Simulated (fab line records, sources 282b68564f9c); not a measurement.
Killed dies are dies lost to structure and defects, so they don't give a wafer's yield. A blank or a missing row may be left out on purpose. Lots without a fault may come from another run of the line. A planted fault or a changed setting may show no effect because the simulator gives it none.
fab line records | flow rit_cmos
record lots=6 wafers=18 last_day=7
route steps=202 shown ACTIVE@8 FOX1@20 M1@202
lots that met no fault: from a run of the same line without faults
start_h: hours from the record's first day to the start of the lot's first wafer shown | wait_h: hours since the lot's step before | " the same as in the row above | L1.1+2: a row that stands for several wafers | - no value, or no start given | * or withheld: withheld | < > ~ a bound
route shown NAME@n: a module of which the file shows steps, and the number in the route of the first | usual: mean/standard deviation of fault-free wafers | same: alike in all rows | chamber/n: place in a boat | sites: the reading at each site | _std_site: their standard deviation | _edge_site: outer sites' mean less inner sites' | radius_mm: how far each site lies from the wafer's centre | mask NAME#n: copy n | behind: the tool/chamber that last shaped the wafer | hold: why the lot was held/for how many hours/how that ended | device: the transistor (n, p or np) that didn't switch | end of line: the same wafers' tests at the end of the route | a step without rows: its recipe alone | killed: dies lost to structure and defects at the first sort, not the wafer's yield | map: a wafer's dies, x killed, . not, _ none there
set.NAME: the setting as run; set.NAME@STEP: as run at that earlier step | model.NAME: the simulator's own value behind a step, which no gauge read
lots at some steps of the route; a table a step, a row a wafer
services: from which hour (start_h, from the record's first day; less than 0 if before it) a tool's chamber was out of use, for how many hours, and why
## steps
# step RIT_ACTIVE_SOFTBAKE_07
# recipe resist=NOVOLAK temp_c=90 time_s=57.02
# step RIT_ACTIVE_EXPOSE_08
# recipe mask_id=M1 na=0.6 source_shape=conventional sigma_outer=0.6 target_cd_nm=1400 dose_mj=225
# step RIT_ACTIVE_PEB_09
# recipe resist=NOVOLAK temp_c=withheld time_s=withheld
# step RIT_ACTIVE_DEVELOP_10
# recipe resist=NOVOLAK develop_time_s=50 dev_temp_c=23
# step RIT_ACTIVE_CD_MEAS_11
# recipe target_cd_nm=1400
# usual cd_nm=1400.5/1.9
# columns lot.wafer tool chamber start_h wait_h cd_nm
L874.1 cd_sem-02 - 15.19 - 1398.9
L874.2 " - " " 1401.4
L874.3 " - " " 1398.9
L884.1 cd_sem-01 - 64.44 - 1401.2
L884.3 " - " " 1403.7
L884.4 " - " " 1401.6
L889.3 cd_sem-02 - 90.27 - 1399.9
L889.4 " - " " 1401.9
L889.6 " - " " 1401.9
L890.1 cd_sem-01 - 94.44 - 1400.0
L890.5 " - " " 1399.0
L890.6 " - " " 1401.5
L893.1 cd_sem-02 - 109.48 - 1399.9
L893.3 " - " " 1400.3
L893.4 " - " " 1398.1
L896.2 cd_sem-02 - 124.78 - 1403.2
L896.3 " - " " 1403.1
L896.6 " - " " 1403.2
# step RIT_ACTIVE_HARDBAKE_12
# recipe resist=NOVOLAK temp_c=140 time_s=60
# step RIT_ACTIVE_ETCH_13
# recipe stop_on=SiO2 chemistry=SF6 target=Si3N4 time_s=210 over_etch_frac=0.4 SF6_flow_sccm=200 pressure_mtorr=260 rf_w=125 target_depth_a=2100
# usual drypump_motor_current_A=5.7/0.32 oes_product_au=0.821/0.012 throttle_valve_pct=7.59/0.12
# same time_s=210
# columns lot.wafer tool chamber start_h wait_h drypump_motor_current_A oes_product_au rf_hours_counter_h throttle_valve_pct
L874.1 rie_diel-01 2 15.46 0.1 5.6 0.834 6 7.54
L874.2 " 1 " " 5.3 0.835 99 7.44
L874.3 " 0 " " 6.4 0.813 169 7.65
L884.1 rie_diel-01 3 64.71 0.1 5.6 0.809 1 7.78
L884.3 " 2 " " 5.6 0.824 6 7.54
L884.4 " 2 " " 5.6 0.825 - 7.55
L889.3 rie_diel-01 2 90.50 0.1 5.6 0.834 7 7.55
L889.4 " 0 " " 6.4 0.819 0 7.68
L889.6 " 2 " " 5.6 0.842 - 7.55
L890.1 rie_diel-02 3 94.71 0.1 6.3 0.829 15 7.48
L890.5 " 3 " " 6.3 0.836 - 7.48
L890.6 " 0 " " 6.1 0.814 - 7.45
L893.1 rie_diel-03 0 109.75 0.1 5.3 0.846 116 7.60
L893.3 " 1 " " 5.9 0.818 127 7.62
L893.4 " 2 " " 5.5 0.821 7 7.72
L896.2 rie_diel-01 0 125.03 0.1 6.4 0.820 1 7.66
L896.3 " 3 " " 5.7 0.821 2 7.79
L896.6 " 2 " " 5.6 0.833 - 7.54
# step RIT_ACTIVE_STRIP_14
# recipe chemistry=O2 time_s=180 resist=NOVOLAK platen_temp_c=withheld power_w=500 pressure_mtorr=4000 o2_flow_sccm=4000
# usual drypump_motor_current_A=5.8/0.49 o2_flow_sccm=4001/12
# same time_s=180
# columns lot.wafer tool chamber start_h wait_h drypump_motor_current_A o2_flow_sccm rf_hours_counter_h
L874.1 plasma_asher-02 1 15.59 0.1 5.7 3991 37
L874.2 " 0 " " 5.8 4005 37
L874.3 " 1 " " 5.7 4022 -
L884.1 plasma_asher-03 1 64.84 0.1 6.7 4010 42
L884.3 " 1 " " 6.7 4012 -
L884.4 " 0 " " 6.4 3986 -
L889.3 plasma_asher-01 0 90.69 0.1 5.2 3999 -
L889.4 " 1 " " 5.7 4000 -
L889.6 " 0 " " 5.2 4010 -
L890.1 plasma_asher-01 1 94.84 0.1 5.7 4005 31
L890.5 " 0 " " 5.2 4019 -
L890.6 " 1 " " 5.7 3995 -
L893.1 plasma_asher-01 0 109.89 0.1 5.2 3995 33
L893.3 " 1 " " 5.7 4013 -
L893.4 " 0 " " 5.2 3999 -
L896.2 plasma_asher-03 0 125.17 0.1 6.4 4002 45
L896.3 " 0 " " 6.4 4002 -
L896.6 " 0 " " 6.4 4014 -
# step RIT_ACTIVE_CD_MEAS_90
# recipe target_cd_nm=1400
# usual cd_nm=1400.5/1.9
# columns lot.wafer tool chamber start_h wait_h cd_nm
L874.1 cd_sem-01 - 15.77 0.1 1398.7
L874.2 " - " " 1401.5
L874.3 " - " " 1399.0
L884.1 cd_sem-02 - 65.02 0.1 1401.1
L884.3 " - " " 1403.5
L884.4 " - " " 1401.6
L889.3 cd_sem-02 - 90.85 0.1 1400.1
L889.4 " - " " 1402.0
L889.6 " - " " 1402.0
L890.1 cd_sem-01 - 95.02 0.1 1400.3
L890.5 " - " " 1398.4
L890.6 " - " " 1401.7
L893.1 cd_sem-01 - 110.06 0.1 1399.9
L893.3 " - " " 1400.3
L893.4 " - " " 1397.5
L896.2 cd_sem-02 - 125.36 0.1 1403.4
L896.3 " - " " 1403.2
L896.6 " - " " 1403.1
# step RIT_ACTIVE_CLEAN_15
# recipe chemistry=SC1 mix=3:3:50 time_s=600 temp_c=75
# step RIT_ACTIVE_CLEAN_16
# recipe chemistry=dHF dilution=50:1 time_s=30
# step RIT_ACTIVE_CLEAN_17
# recipe chemistry=SC2 mix=3:3:50 time_s=600 temp_c=75 dry=n2_spin
# step RIT_FOX1_OXIDATION_00
# recipe temp_c=1100 ambient=H2O target_thk_a=3507 p_h2o_torr=720 ox_time_s=1130
# usual spike_tc_centre_C=1102.3/1.1 spike_tc_load_C=1124.4/1.8 spike_tc_source_C=1123/3.3 tube_center_temp_C=1100/0.11 tube_center_temp_C_max=1102.9/0.51 zone_power_load_pct=40.1/2.2 zone_power_source_pct=42.5/1.5
# same ox_time_s=1130
# columns lot.wafer tool chamber start_h wait_h spike_tc_centre_C spike_tc_load_C spike_tc_source_C tube_center_temp_C tube_center_temp_C_max zone_power_load_pct zone_power_source_pct model.SiO2_of_FOX1_OXIDATION_00.thk_nm
L874.1 furnace-03 0 16.87 0.6 1101.1 1120.8 1125 1100.2 1102.6 42.3 41.3 352.3
L874.2 " 0 " " 1102.3 1124.8 1124 1099.9 1102.7 42.8 41.2 355.3
L874.3 " 0 " " 1101.7 1122.6 1129 1100.1 1103.3 41.9 41.1 357.1
L884.1 furnace-02 0 66.16 0.7 1103.2 1126.9 1119 1099.8 1102.9 37.8 43.6 359.4
L884.3 " 0 " " 1102.1 1127.1 1119 1100.1 1102.8 36.9 43.9 349.2
L884.4 " 0 " " 1102.8 1126.8 1120 1100 1103.1 38.2 44.6 356.5
L889.3 furnace-03 0 91.75 0.4 1060.1 1081.8 1085 1060 1062.7 39.4 37.9 270.3
L889.4 " 0 " " 1060.6 1083.4 1084 1060 1063.5 38.1 37.5 270.8
L889.6 " 0 " " 1061.0 1082.8 1085 1059.9 1062.5 38.8 38.2 263
L890.1 furnace-03 0 97.10 1.6 1061.5 1084.0 1083 1060 1062.5 38.6 38.1 274.5
L890.5 " 0 " " 1062.6 1081.5 1085 1060 1062.6 37.8 37.4 276
L890.6 " 0 " " 1061.1 1083.3 1085 1059.8 1063.4 39.1 37.8 276.6
L893.1 furnace-02 0 110.92 0.4 1102.0 1125.3 1120 1100 1102.4 38.0 44.1 346.8
L893.3 " 0 " " 1103.6 1125.6 1121 1099.9 1102.2 38.0 43.3 345.5
L893.4 " 0 " " 1101.7 1124.1 1120 1099.9 1103.2 37.0 43.7 350.8
L896.2 furnace-02 0 126.78 0.9 1103.5 1125.4 1120 1100.2 1103.2 37.9 44.1 360.6
L896.3 " 0 " " 1102.0 1126.4 1120 1100.1 1102.8 37.7 44.4 358.6
L896.6 " 0 " " 1101.0 1125.3 1119 1100 1102.7 37.7 44.2 364.1
# step RIT_FOX1_THK_MEAS_01
# recipe reads=SiO2_of_FOX1_OXIDATION_00
# usual FOX1_OXIDE_THK=354/7
# columns lot.wafer tool chamber start_h wait_h FOX1_OXIDE_THK[nm]
L874.1 film_metro-02 - 18.18 0.0 353
L874.2 " - " " 355
L874.3 " - " " 357
L884.1 film_metro-03 - 67.48 0.0 359
L884.3 " - " " 349
L884.4 " - " " 357
L889.3 film_metro-01 - 93.08 0.0 270
L889.4 " - " " 271
L889.6 " - " " 263
L890.1 film_metro-01 - 98.41 0.0 275
L890.5 " - " " 276
L890.6 " - " " 276
L893.1 film_metro-01 - 112.23 0.0 347
L893.3 " - " " 345
L893.4 " - " " 351
L896.2 film_metro-03 - 128.10 0.0 361
L896.3 " - " " 359
L896.6 " - " " 364
# step RIT_FOX1_WET_ETCH_02
# recipe chemistry=BOE target_depth_nm=350 time_s=390 temp_c=21.5 dry=n2_spin dilution=10:1 target=SiO2
# step RIT_M1_PROBE_99
# usual killed_at_M0_to_M3=0.0/0.16 killed_at_contacts=0.0/0.18 killed_at_front_end=7/3.1 killed_dies=7/3.1 killed_on_rim=1.8/1.4 killed_open=3.5/2.1 killed_short=3.5/2
# same gross_dies=264 killed_at_M4_up=0 killed_at_back_side=0 killed_at_other=0
# columns lot.wafer tool chamber start_h wait_h killed_at_M0_to_M3 killed_at_contacts killed_at_front_end killed_dies killed_on_rim killed_open killed_short model.etest.pplus_sal.width_nm model.etest.nplus_sal.width_nm model.etest.nldd.width_nm model.etest.pldd.width_nm model.etest.nmos_narrow.drive_ua_um model.etest.pmos_narrow.drive_ua_um model.etest.nplus_sal.line_ohm_um model.etest.pplus_sal.line_ohm_um
L874.1 prober-01 - 58.42 0.1 0 0 8 8 0 3 5 3446 3467 3188 3194 210.6 92.28 1.319 1.31
L874.2 prober-01 - 58.47 0.1 0 1 3 4 0 4 0 3469 3458 3185 3199 207 90.87 1.306 1.31
L874.3 prober-01 - 58.52 0.2 0 0 6 6 1 4 1 3460 3463 3186 3191 210.5 94.19 1.318 1.329
L884.1 prober-01 - 107.96 0.1 1 0 9 10 2 5 5 3463 3453 3164 3176 219 96.19 1.325 1.321
L884.3 prober-01 - 108.06 0.2 0 0 7 7 2 6 1 3447 3459 3193 3189 218.1 96.74 1.313 1.342
L884.4 prober-01 - 108.11 0.2 0 0 4 4 1 0 4 3426 3438 3167 3177 214.1 93.83 1.303 1.323
L889.3 prober-02 - 136.53 0.2 0 0 10 10 5 7 3 3537 3527 3269 3277 217.2 98.35 1.279 1.287
L889.4 prober-02 - 136.58 0.2 0 0 13 13 3 6 7 3565 3555 3271 3253 217.4 98.98 1.291 1.282
L889.6 prober-02 - 136.68 0.2 0 0 12 12 2 3 9 3520 3540 3248 3251 217.6 97.96 1.258 1.243
L893.1 prober-02 - 152.61 0.1 0 0 8 8 2 5 3 3442 3458 3176 3179 213.6 93.12 1.281 1.279
L893.3 prober-02 - 152.71 0.2 0 0 7 7 0 4 3 3440 3425 3186 3175 215.2 94.3 1.298 1.296
L893.4 prober-02 - 152.76 0.2 0 0 4 4 2 3 1 3457 3450 3182 3177 209.1 92.25 1.304 1.287
L896.2 prober-02 - 172.65 0.1 0 0 6 6 2 4 2 3436 3438 3187 3183 217.4 96.39 1.297 1.298
L896.3 prober-02 - 172.70 0.2 0 0 10 10 3 6 4 3457 3446 3179 3189 218.2 96.97 1.278 1.296
L896.6 prober-02 - 172.85 0.2 0 0 3 3 0 3 0 3430 3433 3165 3159 215.7 95.34 1.324 1.305
# killed by level:class
L874.1 SPACER:geometric_particle:short=2 FOX1:geometric_particle:short=1 GATE:geometric_particle:open=1 GATE:geometric_particle:short=1 REOX:geometric_particle:short=1 REOX:geometric_particle:open=1 SPACER:geometric_particle:open=1
L874.2 REOX:geometric_particle:open=1 SPACER:geometric_particle:open=1 SILICIDE:geometric_particle:open=1 CONTACT:geometric_particle:open=1
L874.3 FOX1:geometric_particle:open=3 FOX2:geometric_particle:open=1 REOX:geometric_particle:short=1 PRETRO:coat_microbubble_printed=1
L884.1 SPACER:geometric_particle:open=2 FOX1:geometric_particle:open=1 FOX1:geometric_particle:short=1 GATE:geometric_particle:short=1 REOX:geometric_particle:open=1 SPACER:geometric_particle:short=1 SILICIDE:geometric_particle:open=1 SILICIDE:geometric_particle:short=1
L884.3 GATE:geometric_particle:open=4 FOX1:geometric_particle:open=1 GATE:geometric_particle:short=1 SPACER:geometric_particle:open=1
L884.4 GATE:geometric_particle:short=3 SILICIDE:geometric_particle:short=1
L889.3 GATE:geometric_particle:open=2 REOX:geometric_particle:open=2 SILICIDE:geometric_particle:open=2 FOX1:geometric_particle:short=1 FOX2:geometric_particle:open=1 GATE:geometric_particle:short=1 REOX:geometric_particle:short=1
L889.4 FOX1:geometric_particle:open=5 FOX1:geometric_particle:short=3 SPACER:geometric_particle:short=2 GATE:geometric_particle:open=1 GATE:geometric_particle:short=1 SILICIDE:geometric_particle:short=1
L889.6 FOX1:geometric_particle:short=3 GATE:geometric_particle:short=3 ACTIVE:geometric_particle:short=1 FOX1:geometric_particle:open=1 GATE:geometric_particle:open=1 SPACER:geometric_particle:short=1 SILICIDE:geometric_particle:open=1 SILICIDE:geometric_particle:short=1
L893.1 SPACER:geometric_particle:open=2 FOX1:geometric_particle:open=1 GATE:geometric_particle:open=1 GATE:geometric_particle:short=1 SPACER:geometric_particle:short=1 SILICIDE:geometric_particle:open=1 SILICIDE:geometric_particle:short=1
L893.3 FOX1:geometric_particle:open=2 REOX:geometric_particle:short=2 REOX:geometric_particle:open=1 SPACER:geometric_particle:short=1 SPACER:geometric_particle:open=1
L893.4 FOX1:geometric_particle:open=1 FOX2:geometric_particle:open=1 GATE:geometric_particle:open=1 GATE:geometric_particle:short=1
L896.2 GATE:geometric_particle:open=2 FOX1:geometric_particle:open=1 GATE:geometric_particle:short=1 REOX:geometric_particle:open=1 SPACER:geometric_particle:short=1
L896.3 GATE:geometric_particle:open=6 GATE:geometric_particle:short=3 SILICIDE:geometric_particle:short=1
L896.6 GATE:geometric_particle:open=2 SILICIDE:geometric_particle:open=1
## services
# columns tool chamber start_h hours kind
furnace-03 - 24.37 3.8 pm
plasma_asher-02 - 27.74 2.8 pm
rie_diel-02 1 39.79 25.5 repair
rie_diel-01 0 55.11 2.8 repair
rie_diel-01 0 57.90 - clean
rie_diel-01 0 57.90 17.9 scheduled_down
rie_diel-01 0 57.90 17.9 vent_cycle
plasma_asher-02 - 91.14 0.5 repair
plasma_asher-03 - 93.48 28.1 pm
furnace-02 - 94.69 3.1 pm
furnace-02 - 97.78 4.6 pm
plasma_asher-02 - 104.86 3.3 repair
plasma_asher-02 - 105.39 0.4 repair
plasma_asher-02 - 108.81 9.0 pm
plasma_asher-02 0 108.81 9.0 vent_cycle
plasma_asher-02 1 108.81 9.0 vent_cycle
rie_diel-03 0 111.88 6.7 repair
plasma_asher-02 0 117.81 - clean
plasma_asher-02 1 117.81 - clean
## key
first_sign step=RIT_FOX1_OXIDATION_00 reading=tube_center_temp_C direction=down sigmas=99+ usual=* struck=*
effect step=RIT_FOX1_OXIDATION_00 reading=tube_center_temp_C_max direction=down sigmas=78 usual=* struck=*
effect step=RIT_FOX1_THK_MEAS_01 reading=FOX1_OXIDE_THK direction=down sigmas=12 usual=354 struck=272
model_effect step=RIT_FOX1_OXIDATION_00 value=SiO2_of_FOX1_OXIDATION_00.thk_nm without=342.5 struck=271.9
model_effect step=RIT_M1_PROBE_99 value=etest.pplus_sal.width_nm without=3465 struck=3541
met_at RIT_FOX1_OXIDATION_00
struck_wafers L889.3,L889.4,L889.6,L890.1,L890.5,L890.6
rows_end L890.1,L890.5,L890.6
tester_left_out L889
onset_between 16.87 91.75
fault kind=process_parameter_drift tool=furnace-03 chamber=- onset_h=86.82 steps=RIT_FOX1_OXIDATION_00 channel=temp_c offset=* shape=step end_h=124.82 acts_in=* stated=*
# tester_left_out: of these lots the tester's yield and bins aren't shown, on N5 and GAA mostly nor the transistor test; their killed dies are dies lost to structure and defects alone, not to doping, threshold or leakage, so they don't give the yield
# rows_end: these wafers met a further fault down the route, and their rows from its step on are left out
